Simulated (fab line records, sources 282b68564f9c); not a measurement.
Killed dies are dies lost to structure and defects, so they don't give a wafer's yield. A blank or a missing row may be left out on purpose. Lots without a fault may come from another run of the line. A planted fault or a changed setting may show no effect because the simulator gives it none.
Which tool did it? | flow rit_cmos | 14 lots, 42 wafers sampled, at 5 steps of a route of 202

WHAT THE GAUGES READ, wafer by wafer
The record holds no reading of a measuring or inspecting step that can be judged against a usual standard deviation.

WHICH TOOL RAN EACH LOT (tool, then ch and the chambers of the sampled wafers, then the start)
lot  | RIT_PSD_STRIP_09                    | RIT_SILICIDE_RTA_06             | RIT_M1_SPUTTER_00           | RIT_M1_DEVELOP_08                | RIT_M1_PROBE_99
L829 | plasma_asher-01 ch 0,1, day 3 04:29 | rtp_anneal-02 ch 0, day 3 06:03 | pvd_sputter-04, day 3 08:29 | litho_track-02 ch 0, day 3 09:00 | prober-02, day 3 12:46
L830 | plasma_asher-02 ch 0,1, day 3 11:38 | rtp_anneal-01 ch 0, day 3 13:14 | pvd_sputter-01, day 3 15:33 | litho_track-02 ch 0, day 3 16:00 | prober-01, day 3 19:41
L832 | plasma_asher-01 ch 0,1, day 3 19:03 | rtp_anneal-01 ch 0, day 3 20:38 | pvd_sputter-01, day 3 22:56 | litho_track-04 ch 0, day 4 00:00 | prober-01, day 4 03:14
L834 | plasma_asher-03 ch 0,1, day 4 03:24 | rtp_anneal-01 ch 0, day 4 04:57 | pvd_sputter-01, day 4 07:22 | litho_track-03 ch 0, day 4 08:00 | prober-01, day 4 11:40
L836 | plasma_asher-03 ch 0,1, day 4 11:41 | rtp_anneal-01 ch 0, day 4 13:16 | pvd_sputter-01, day 4 15:41 | litho_track-04 ch 0, day 4 17:00 | prober-01, day 4 19:58
L837 | plasma_asher-01 ch 0,1, day 4 17:23 | rtp_anneal-02 ch 0, day 4 18:59 | pvd_sputter-04, day 4 21:24 | litho_track-04 ch 0, day 4 23:00 | prober-02, day 5 02:40
L839 | plasma_asher-03 ch 0,1, day 5 05:02 | rtp_anneal-02 ch 0, day 5 06:41 | pvd_sputter-01, day 5 09:07 | litho_track-03 ch 0, day 5 10:00 | prober-02, day 5 13:08
L840 | plasma_asher-03 ch 0,1, day 5 09:20 | rtp_anneal-01 ch 0, day 5 11:03 | pvd_sputter-04, day 5 13:23 | litho_track-04 ch 0, day 5 14:00 | prober-01, day 5 17:37
L841 | plasma_asher-01 ch 0,1, day 5 14:38 | rtp_anneal-02 ch 0, day 5 16:19 | pvd_sputter-01, day 5 18:44 | litho_track-03 ch 0, day 5 19:00 | prober-02, day 5 22:45
L843 | plasma_asher-03 ch 0,1, day 6 00:20 | rtp_anneal-02 ch 0, day 6 01:58 | pvd_sputter-01, day 6 04:30 | litho_track-03 ch 0, day 6 05:00 | prober-01, day 6 08:59
L844 | plasma_asher-03 ch 0,1, day 6 04:10 | rtp_anneal-01 ch 0, day 6 05:48 | pvd_sputter-04, day 6 08:06 | litho_track-04 ch 0, day 6 09:00 | prober-02, day 6 13:37
L847 | plasma_asher-02 ch 0,1, day 6 19:12 | rtp_anneal-02 ch 0, day 6 20:47 | pvd_sputter-01, day 6 23:26 | litho_track-03 ch 0, day 7 00:00 | prober-01, day 7 03:41
L848 | plasma_asher-01 ch 1, day 6 23:48   | rtp_anneal-01 ch 0, day 7 01:26 | pvd_sputter-04, day 7 03:53 | litho_track-04 ch 0, day 7 05:00 | prober-02, day 7 08:06
L849 | plasma_asher-01 ch 1, day 7 05:07   | rtp_anneal-02 ch 0, day 7 06:42 | pvd_sputter-01, day 7 09:10 | litho_track-04 ch 0, day 7 18:00 | prober-01, day 7 21:47
- RIT_PSD_STRIP_09: strips in O2, time 180 s.
- RIT_SILICIDE_RTA_06: time 10 s, ramp up 5 s, ramp down 10 s.
- RIT_M1_SPUTTER_00: material Al, target thk 400 nm, time 500 s.
- RIT_M1_DEVELOP_08: develop time 68 s.
- RIT_M1_PROBE_99

WHAT THE TOOLS THEMSELVES READ (means of the sampled wafers that have a number; where no wafer has one, the mark that the record gives instead)
RIT_PSD_STRIP_09. Usual: drypump_motor_current_A 5.6 A, standard deviation 0.33; rf_refl_power_W 6.9 W, standard deviation 1.5.
lot  | tool            | drypump_motor_current_A (A) | rf_refl_power_W (W) | flag
L829 | plasma_asher-01 | 5.6                         | 6.8                 |
L830 | plasma_asher-02 | 5.9                         | 6.3                 |
L832 | plasma_asher-01 | 5.5                         | 7.1                 |
L834 | plasma_asher-03 | 5.7                         | 6.2                 |
L836 | plasma_asher-03 | 5.8                         | 6.8                 |
L837 | plasma_asher-01 | 5.5                         | 7.0                 |
L839 | plasma_asher-03 | 5.8                         | 6.3                 |
L840 | plasma_asher-03 | 5.7                         | 6.3                 |
L841 | plasma_asher-01 | 5.6                         | 7.1                 |
L843 | plasma_asher-03 | 5.9                         | 6.8                 |
L844 | plasma_asher-03 | 5.7                         | 6.3                 |
L847 | plasma_asher-02 | 5.7                         | 6.0                 |
L848 | plasma_asher-01 | 5.1                         | 9.9                 |
L849 | plasma_asher-01 | 5.1                         | 9.9                 |

RIT_SILICIDE_RTA_06. Usual: wafer_temp_C_max 753.7, standard deviation 1.3.
lot  | tool          | wafer_temp_C_max | flag
L829 | rtp_anneal-02 | 754.3            |
L830 | rtp_anneal-01 | 753.2            |
L832 | rtp_anneal-01 | 752.7            |
L834 | rtp_anneal-01 | 752.4            |
L836 | rtp_anneal-01 | 752.5            |
L837 | rtp_anneal-02 | 754.7            |
L839 | rtp_anneal-02 | 754.4            |
L840 | rtp_anneal-01 | 752.2            |
L841 | rtp_anneal-02 | 754.4            |
L843 | rtp_anneal-02 | 754.5            |
L844 | rtp_anneal-01 | 752.8            |
L847 | rtp_anneal-02 | 754.4            |
L848 | rtp_anneal-01 | 753.2            |
L849 | rtp_anneal-02 | 755.2            |

RIT_M1_SPUTTER_00. Usual: substrate_temp_c 24.98 C, standard deviation 0.11; throttle_valve_pct 29.2 %, standard deviation 1.1.
lot  | tool           | substrate_temp_c (C) | throttle_valve_pct (%) | flag
L829 | pvd_sputter-04 | 25.03                | 29.2                   |
L830 | pvd_sputter-01 | 24.95                | 28.2                   |
L832 | pvd_sputter-01 | 24.91                | 28.8                   |
L834 | pvd_sputter-01 | 25.02                | 27.8                   |
L836 | pvd_sputter-01 | 24.96                | 28.4                   |
L837 | pvd_sputter-04 | 24.95                | 30.2                   |
L839 | pvd_sputter-01 | 24.98                | 28.5                   |
L840 | pvd_sputter-04 | 25.01                | 29.1                   |
L841 | pvd_sputter-01 | 25.02                | 28.5                   |
L843 | pvd_sputter-01 | 24.83                | 28.5                   |
L844 | pvd_sputter-04 | 25.08                | 29.2                   |
L847 | pvd_sputter-01 | 24.96                | 28.5                   |
L848 | pvd_sputter-04 | 25.12                | 29.7                   |
L849 | pvd_sputter-01 | 24.92                | 28.8                   |

RIT_M1_DEVELOP_08. Usual: developer_temp_C 23.00 C, standard deviation 0.1.
lot  | tool           | developer_temp_C (C) | flag
L829 | litho_track-02 | 22.96                |
L830 | litho_track-02 | 23.08                |
L832 | litho_track-04 | 22.89                |
L834 | litho_track-03 | 23.00                |
L836 | litho_track-04 | 23.03                |
L837 | litho_track-04 | 23.02                |
L839 | litho_track-03 | 23.03                |
L840 | litho_track-04 | 23.03                |
L841 | litho_track-03 | 23.06                |
L843 | litho_track-03 | 22.39                | OFF
L844 | litho_track-04 | 22.96                |
L847 | litho_track-03 | 22.21                | OFF
L848 | litho_track-04 | 22.88                |
L849 | litho_track-04 | 23.12                |

RIT_M1_PROBE_99. Usual: killed_at_M0_to_M3 0.0, standard deviation 0.16; killed_at_contacts 0.1, standard deviation 0.25; killed_at_front_end 7, standard deviation 3.2; killed_dies 7, standard deviation 3.2; killed_open 3.5, standard deviation 2.1; killed_short 3.5, standard deviation 2.1.
lot  | tool      | killed_at_M0_to_M3 | killed_at_contacts | killed_at_front_end | killed_dies | killed_open | killed_short | flag
L829 | prober-02 | 0.0                | 0.0                | 5                   | 5           | 1.7         | 2.7          |
L830 | prober-01 | 0.3                | 0.0                | 7                   | 7           | 3.0         | 4.0          |
L832 | prober-01 | 0.0                | 0.0                | 6                   | 6           | 3.3         | 2.7          |
L834 | prober-01 | 0.0                | 0.0                | 5                   | 5           | 3.7         | 1.3          |
L836 | prober-01 | 0.0                | 0.0                | 8                   | 8           | 3.7         | 4.7          |
L837 | prober-02 | 0.0                | 0.0                | 8                   | 8           | 3.7         | 4.7          |
L839 | prober-02 | 0.0                | 0.0                | 6                   | 6           | 2.0         | 4.0          |
L840 | prober-01 | 0.0                | 0.0                | 5                   | 5           | 2.3         | 3.0          |
L841 | prober-02 | 0.0                | 0.3                | 8                   | 9           | 5.3         | 3.3          |
L843 | prober-01 | 0.0                | 0.0                | 5                   | 5           | 2.0         | 3.3          |
L844 | prober-02 | 0.0                | 0.0                | 8                   | 8           | 5.7         | 2.7          |
L847 | prober-01 | 0.0                | 0.0                | 8                   | 8           | 4.3         | 4.0          |
L848 | prober-02 | 0.0                | 0.0                | 5                   | 5           | 3.3         | 2.0          |
L849 | prober-01 | 0.0                | 0.3                | 5                   | 6           | 1.7         | 3.7          |

THE ANSWER, worked out from the rows above alone
Rule: a lot is off if the mean of its wafers that have a number lies more than 3 standard deviations from the usual mean. A lot without any number at a reading at which 4 lots or more have one is off too. The other lots that the step has rows for count as sound. The gauges are gone through in route order, then the tools' own readings, and for those a lot's mean is taken as printed above. The first step at which some lot is off is used, and at that step the reading that is off furthest; a lot without a number counts as furthest.
Off: L843, L847, at RIT_M1_DEVELOP_08 (developer_temp_C).
A tool fits if, at that step or a process step before it, it ran every lot that is off, and no sound lot after the first of them. One fits: litho_track-03 at RIT_M1_DEVELOP_08. Its last sound lot is L841 (day 5 19:00), its first lot that is off L843 (day 6 05:00): a fault that began between those two fits.
The tool's own readings at RIT_M1_DEVELOP_08 bear it out: on the lots that are off they differ by more than 5 times the standard deviation of the sound lots' means. developer_temp_C reads 22.30 C there against 23.00 C on the sound lots.

WHAT THE SIMULATOR HAD PUT IN
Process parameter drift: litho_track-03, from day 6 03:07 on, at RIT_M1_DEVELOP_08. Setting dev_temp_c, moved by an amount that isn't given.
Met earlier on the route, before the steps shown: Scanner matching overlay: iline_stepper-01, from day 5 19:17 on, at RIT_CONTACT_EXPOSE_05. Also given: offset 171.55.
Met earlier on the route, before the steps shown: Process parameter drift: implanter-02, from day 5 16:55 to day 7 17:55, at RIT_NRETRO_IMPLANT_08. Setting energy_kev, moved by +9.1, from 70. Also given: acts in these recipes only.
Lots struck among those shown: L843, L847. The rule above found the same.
